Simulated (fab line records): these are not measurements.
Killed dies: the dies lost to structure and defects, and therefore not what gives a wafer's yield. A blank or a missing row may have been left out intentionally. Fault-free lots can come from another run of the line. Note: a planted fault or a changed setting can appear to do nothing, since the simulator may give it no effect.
Which of the tools did it? || flow berkeley-cmos170 || 7 lots with 21 wafers sampled at 3 steps, on a route of 331 steps

WHAT THE GAUGES SHOWED, per wafer
UCB170_NVT_TW_MEAS_09.
{"lot": "L515", "measured": "day 6 17:28", "on": "film-metro-02", "NVT_TW": "527 530 527"}
{"lot": "L518", "measured": "day 7 05:51", "on": "film-metro-01", "NVT_TW": "521 520 521"}
{"lot": "L524", "measured": "day 8 22:24", "on": "film-metro-01", "NVT_TW": "484 482 483 481 480 485"}
{"lot": "L527", "measured": "day 10 00:38", "on": "film-metro-02", "NVT_TW": "529 529 528"}
{"lot": "L532", "measured": "day 10 09:18", "on": "film-metro-04", "NVT_TW": "542 538 538"}
{"lot": "L534", "measured": "day 11 06:38", "on": "film-metro-01", "NVT_TW": "524 528 527"}
{"lot": "L537", "measured": "day 12 12:17", "on": "film-metro-02", "NVT_TW": "528 530 526"}

TOOL THAT RAN EACH LOT (tool first, then ch and the chambers of the sampled wafers, then the start)
{"lot": "L515", "UCB170_NWELL_ETCH_13": "rie-diel-04 ch 0,2, day 2 17:10", "UCB170_NVT_IMPLANT_07": "implanter-01 ch 0, day 6 17:14"}
{"lot": "L518", "UCB170_NWELL_ETCH_13": "rie-diel-02 ch 0,3, day 3 05:44", "UCB170_NVT_IMPLANT_07": "implanter-01 ch 0, day 7 05:36"}
{"lot": "L524", "UCB170_NWELL_ETCH_13": "rie-diel-04 ch 2,3, day 4 17:59", "UCB170_NVT_IMPLANT_07": "implanter-01 ch 0, day 8 22:09"}
{"lot": "L527", "UCB170_NWELL_ETCH_13": "rie-diel-03 ch 0,2,3, day 5 05:46", "UCB170_NVT_IMPLANT_07": "implanter-03 ch 0, day 10 00:24"}
{"lot": "L532", "UCB170_NWELL_ETCH_13": "rie-diel-03 ch 0,2,3, day 6 05:08", "UCB170_NVT_IMPLANT_07": "implanter-03 ch 0, day 10 09:03"}
{"lot": "L534", "UCB170_NWELL_ETCH_13": "rie-diel-03 ch 0,1, day 6 21:54", "UCB170_NVT_IMPLANT_07": "implanter-03 ch 0, day 11 06:23"}
{"lot": "L537", "UCB170_NWELL_ETCH_13": "rie-diel-04 ch 2,3, day 7 14:29", "UCB170_NVT_IMPLANT_07": "implanter-04 ch 0, day 12 12:01"}
- UCB170_NWELL_ETCH_13: etches Si3N4 in CH3F/Ar/O2, stops on SiO2, target depth 246.4 nm, time 154 s.
- UCB170_NVT_IMPLANT_07

THE ANSWER, worked out from the rows above alone
Rule: usual is defined by the lots themselves. The widest of any qualifying gaps counts: lots, ordered by their means at a reading, are off when they make up no more than a third of the lots, leave a main group of 4 or more, and stand apart from it by 3 or more times the standard deviation of that group's means. A main group whose means are all the same, to the digits that the tables above print for the reading, isn't used. A lot without any number at a reading at which 4 lots or more have one is off too. Any other lot the step has rows for is counted as sound.
Off: at UCB170_NVT_TW_MEAS_09 (NVT_TW), L524. The main group has a mean of 528 with a standard deviation of 5.5.
If a tool, at a process step before that reading, ran all the lots that are off and no sound lot after the first of them, it fits. Those tools and the gauges at UCB170_NVT_TW_MEAS_09 are tried in the same way. One fits: UCB170_NVT_IMPLANT_07 on implanter-01. Its last sound lot is L518 (day 7 05:36), its first lot that is off L524 (day 8 22:09): a fault that began between those two fits.

WHAT WAS PUT IN BY THE SIMULATOR
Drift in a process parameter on implanter-01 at UCB170_NVT_IMPLANT_07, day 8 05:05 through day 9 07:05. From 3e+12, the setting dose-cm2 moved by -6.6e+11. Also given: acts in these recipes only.
Shown lots that were struck: L524. The rule given above showed the same thing.
